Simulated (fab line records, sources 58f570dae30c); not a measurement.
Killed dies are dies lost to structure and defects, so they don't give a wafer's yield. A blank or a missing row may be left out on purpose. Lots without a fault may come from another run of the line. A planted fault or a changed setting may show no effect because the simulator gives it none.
Which tool did it? | flow berkeley_cmos170 | 14 lots, 42 wafers sampled, at 6 steps of a route of 331

WHAT THE GAUGES READ, wafer by wafer
UCB170_NWELL_THK_MEAS_05.
lot  | measured    | on            | NWELL_NITRIDE_THK (nm)
L483 | day 2 14:23 | film_metro-01 | 225.4 224.2 223.9
L485 | day 2 20:42 | film_metro-01 | 222.8 224.0 221.1
L484 | day 2 20:41 | film_metro-04 | 225.4 225.6 224.6
L486 | day 3 06:26 | film_metro-01 | 219.3 220.6 219.8
L488 | day 3 10:14 | film_metro-04 | 448.0 446.9 448.2
L489 | day 3 22:14 | film_metro-04 | 227.2 229.8 229.4
L490 | day 3 22:19 | film_metro-04 | 225.1 223.8 225.9
L491 | day 4 07:23 | film_metro-02 | 452.0 449.3 451.3
L494 | day 4 22:35 | film_metro-01 | 223.9 222.0 223.1
L499 | day 5 15:39 | film_metro-04 | 220.4 221.0 221.8
L501 | day 6 04:12 | film_metro-01 | 222.0 221.6 221.0
L502 | day 6 11:52 | film_metro-02 | 222.1 225.1 223.6
L503 | day 6 11:52 | film_metro-04 | 224.9 224.4 224.8
L504 | day 6 20:00 | film_metro-04 | 220.5 217.9 220.2

UCB170_PWELL_OVL_MEAS_13.
lot  | measured    | on         | PWELL_OVL (nm)
L483 | day 3 10:35 | overlay-02 | -3 3 -8
L485 | day 3 17:52 | overlay-01 | 10 7 11
L484 | day 3 17:58 | overlay-01 | 13 2 6
L486 | day 4 09:17 | overlay-01 | 4 5 8
L489 | day 4 19:17 | overlay-02 | -7 6 -3
L490 | day 4 19:27 | overlay-01 | 4 3 9
L494 | day 5 22:37 | overlay-02 | 4 1 -2
L499 | day 6 12:08 | overlay-01 | 8 -3 -5
L501 | day 7 01:22 | overlay-02 | 10 2 -2
L502 | day 7 11:50 | overlay-02 | 3 0 2
L503 | day 7 12:03 | overlay-02 | 4 14 14
L504 | day 7 19:29 | overlay-01 | 1 7 -1

UCB170_SACOX_THK_MEAS_02.
lot  | measured     | on            | SACOX_OXIDE_THK (nm)
L483 | day 5 18:44  | film_metro-02 | 14.63 14.31 14.55
L485 | day 6 05:25  | film_metro-02 | 14.16 14.15 14.22
L484 | day 6 05:25  | film_metro-04 | 14.16 14.19 14.29
L486 | day 6 22:35  | film_metro-02 | 14.37 14.18 13.77
L489 | day 7 06:44  | film_metro-03 | 14.46 14.49 14.38
L490 | day 7 06:45  | film_metro-04 | 14.89 15.13 15.01
L494 | day 8 07:36  | film_metro-02 | 14.23 14.13 14.31
L499 | day 9 01:19  | film_metro-04 | 14.19 14.37 14.21
L501 | day 9 15:44  | film_metro-04 | 14.77 14.96 15.01
L502 | day 10 02:47 | film_metro-03 | 14.69 14.77 14.55
L503 | day 10 02:46 | film_metro-02 | 14.16 14.16 14.30
L504 | day 10 13:56 | film_metro-02 | 14.92 14.79 14.82

WHICH TOOL RAN EACH LOT (tool, then ch and the chambers of the sampled wafers, then the start)
lot  | UCB170_ZERO_ETCH_06               | UCB170_NWELL_CVD_04                                       | UCB170_NWELL_ETCH_13
L483 | rie_diel-01 ch 0,2, day 1 23:52   | lpcvd-02 ch 0, day 2 12:28                                | rie_diel-04 ch 0,2,3, day 2 15:20
L485 | rie_diel-01 ch 0,3, day 2 06:44   | lpcvd-02 ch 0, day 2 18:46                                | rie_diel-02 ch 0,1, day 2 22:14
L484 | rie_diel-04 ch 0,1,3, day 2 06:50 | lpcvd-02 ch 0, day 2 18:46                                | rie_diel-03 ch 0,1,2, day 2 21:58
L486 | rie_diel-02 ch 2,3, day 2 15:45   | lpcvd-02 ch 1, day 3 04:29                                | rie_diel-04 ch 0,3, day 3 08:37
L488 | rie_diel-04 ch 0,1,3, day 2 20:19 | lpcvd-02 ch 0, day 3 04:29                                | rie_diel-03 ch 1,2, day 3 11:29
L489 | rie_diel-04 ch 0,1,2, day 3 06:58 | lpcvd-01 ch 0, day 3 19:20                                | rie_diel-02 ch 1,2,3, day 3 23:38
L490 | rie_diel-02 ch 0,2,3, day 3 07:28 | lpcvd-01 ch 1, day 3 19:20                                | rie_diel-03 ch 0,1, day 3 23:57
L491 | rie_diel-01 ch 0,2,3, day 3 13:14 | lpcvd-01 ch 0, day 4 01:17 and lpcvd-02 ch 0, day 4 04:29 | rie_diel-04 ch 1,3, day 4 08:26
L494 | rie_diel-02 ch 2,3, day 4 07:19   | lpcvd-01 ch 1, day 4 19:41                                | rie_diel-03 ch 0,1, day 4 23:49
L499 | rie_diel-01 ch 1,2, day 5 05:09   | lpcvd-02 ch 1, day 5 13:43                                | rie_diel-04 ch 0,1,2, day 5 16:55
L501 | rie_diel-01 ch 1,2, day 5 18:09   | lpcvd-01 ch 0, day 6 01:18                                | rie_diel-03 ch 0,1,2, day 6 05:44
L502 | rie_diel-02 ch 2,3, day 5 22:52   | lpcvd-02 ch 0, day 6 09:55                                | rie_diel-03 ch 0,2,3, day 6 13:30
L503 | rie_diel-04 ch 1,2, day 5 23:09   | lpcvd-02 ch 0, day 6 09:55                                | rie_diel-02 ch 0,1,2, day 6 13:14
L504 | rie_diel-02 ch 0,3, day 6 08:28   | lpcvd-02 ch 1, day 6 18:04                                | rie_diel-02 ch 0,2,3, day 6 21:23
- UCB170_ZERO_ETCH_06: etches SiO2 in CHF3/CF4/Ar, time 12 s.
- UCB170_NWELL_CVD_04: deposits Si3N4 from SiH2Cl2/NH3, target thk 224 nm, time 3360 s.
- UCB170_NWELL_ETCH_13: etches Si3N4 in CH3F/Ar/O2, stops on SiO2, target depth 246.4 nm, time 154 s.

WHAT THE TOOLS THEMSELVES READ (means of the sampled wafers that have a number; where no wafer has one, the mark that the record gives instead)
UCB170_ZERO_ETCH_06.
lot  | tool        | drypump_motor_current_A (A) | oes_product_au (a.u.) | throttle_valve_pct (%)
L483 | rie_diel-01 | 5.70                        | 0.606                 | 9.34
L485 | rie_diel-01 | 5.78                        | 0.626                 | 9.32
L484 | rie_diel-04 | 5.85                        | 0.610                 | 9.22
L486 | rie_diel-02 | 5.99                        | 0.615                 | 9.38
L488 | rie_diel-04 | 5.86                        | 0.610                 | 9.23
L489 | rie_diel-04 | 6.05                        | 0.618                 | 9.31
L490 | rie_diel-02 | 5.91                        | 0.614                 | 9.22
L491 | rie_diel-01 | 5.83                        | 0.617                 | 9.25
L494 | rie_diel-02 | 5.98                        | 0.618                 | 9.38
L499 | rie_diel-01 | 6.23                        | 0.619                 | 9.23
L501 | rie_diel-01 | 6.12                        | 0.610                 | 9.15
L502 | rie_diel-02 | 5.97                        | 0.618                 | 9.38
L503 | rie_diel-04 | 6.00                        | 0.617                 | 9.38
L504 | rie_diel-02 | 5.91                        | 0.616                 | 9.12

UCB170_NWELL_CVD_04.
lot  | tool              | zone_power_source_pct (%)
L483 | lpcvd-02          | 17.4
L485 | lpcvd-02          | 17.5
L484 | lpcvd-02          | 17.6
L486 | lpcvd-02          | 17.7
L488 | lpcvd-02          | 17.4
L489 | lpcvd-01          | 21.3
L490 | lpcvd-01          | 20.9
L491 | lpcvd-01/lpcvd-02 | 19.5
L494 | lpcvd-01          | 20.8
L499 | lpcvd-02          | 18.0
L501 | lpcvd-01          | 21.4
L502 | lpcvd-02          | 17.4
L503 | lpcvd-02          | 17.5
L504 | lpcvd-02          | 18.0

UCB170_NWELL_ETCH_13.
lot  | tool        | drypump_motor_current_A (A) | oes_product_au (a.u.) | throttle_valve_pct (%)
L483 | rie_diel-04 | 5.8                         | 0.933                 | 8.14
L485 | rie_diel-02 | 5.7                         | 0.943                 | 7.90
L484 | rie_diel-03 | 5.2                         | 0.957                 | 8.07
L486 | rie_diel-04 | 5.9                         | 0.922                 | 8.07
L488 | rie_diel-03 | 5.4                         | 1.020                 | 8.09
L489 | rie_diel-02 | 5.9                         | 0.957                 | 8.10
L490 | rie_diel-03 | 5.3                         | 0.951                 | 7.97
L491 | rie_diel-04 | 5.8                         | 0.993                 | 8.04
L494 | rie_diel-03 | 5.0                         | 0.954                 | 7.96
L499 | rie_diel-04 | 6.0                         | 0.925                 | 8.12
L501 | rie_diel-03 | 5.2                         | 0.949                 | 8.09
L502 | rie_diel-03 | 5.3                         | 0.949                 | 8.05
L503 | rie_diel-02 | 5.8                         | 0.945                 | 8.06
L504 | rie_diel-02 | 5.9                         | 0.930                 | 8.04

THE ANSWER, worked out from the rows above alone
Rule: what is usual is taken from the lots themselves. Put in order of their means at a reading, lots are off if they are a third of the lots or fewer, leave a main group of 4 or more, and stand apart from it by a gap of 3 or more times the standard deviation of the main group's means; of several such gaps the widest counts. A main group whose means are all the same, to the digits that the tables above print for the reading, isn't used. A lot without any number at a reading at which 4 lots or more have one is off too. The other lots that the step has rows for count as sound. The gauges are gone through in route order, then the tools' own readings, and for those a lot's mean is taken as printed above. The first step at which some lot is off is used, and at that step the reading that is off furthest; a lot without a number counts as furthest.
Off: L488, L491, at UCB170_NWELL_THK_MEAS_05 (NWELL_NITRIDE_THK). The main group: mean 223.3 nm, standard deviation 2.5.
A tool fits if, at a process step before that reading, it ran every lot that is off, and no sound lot after the first of them. The gauges at UCB170_NWELL_THK_MEAS_05 aren't tried: what is off there is off at UCB170_NWELL_ETCH_13 too, on other tools, and a gauge's error can't cause that. None of those tried fits.

WHAT THE SIMULATOR HAD PUT IN
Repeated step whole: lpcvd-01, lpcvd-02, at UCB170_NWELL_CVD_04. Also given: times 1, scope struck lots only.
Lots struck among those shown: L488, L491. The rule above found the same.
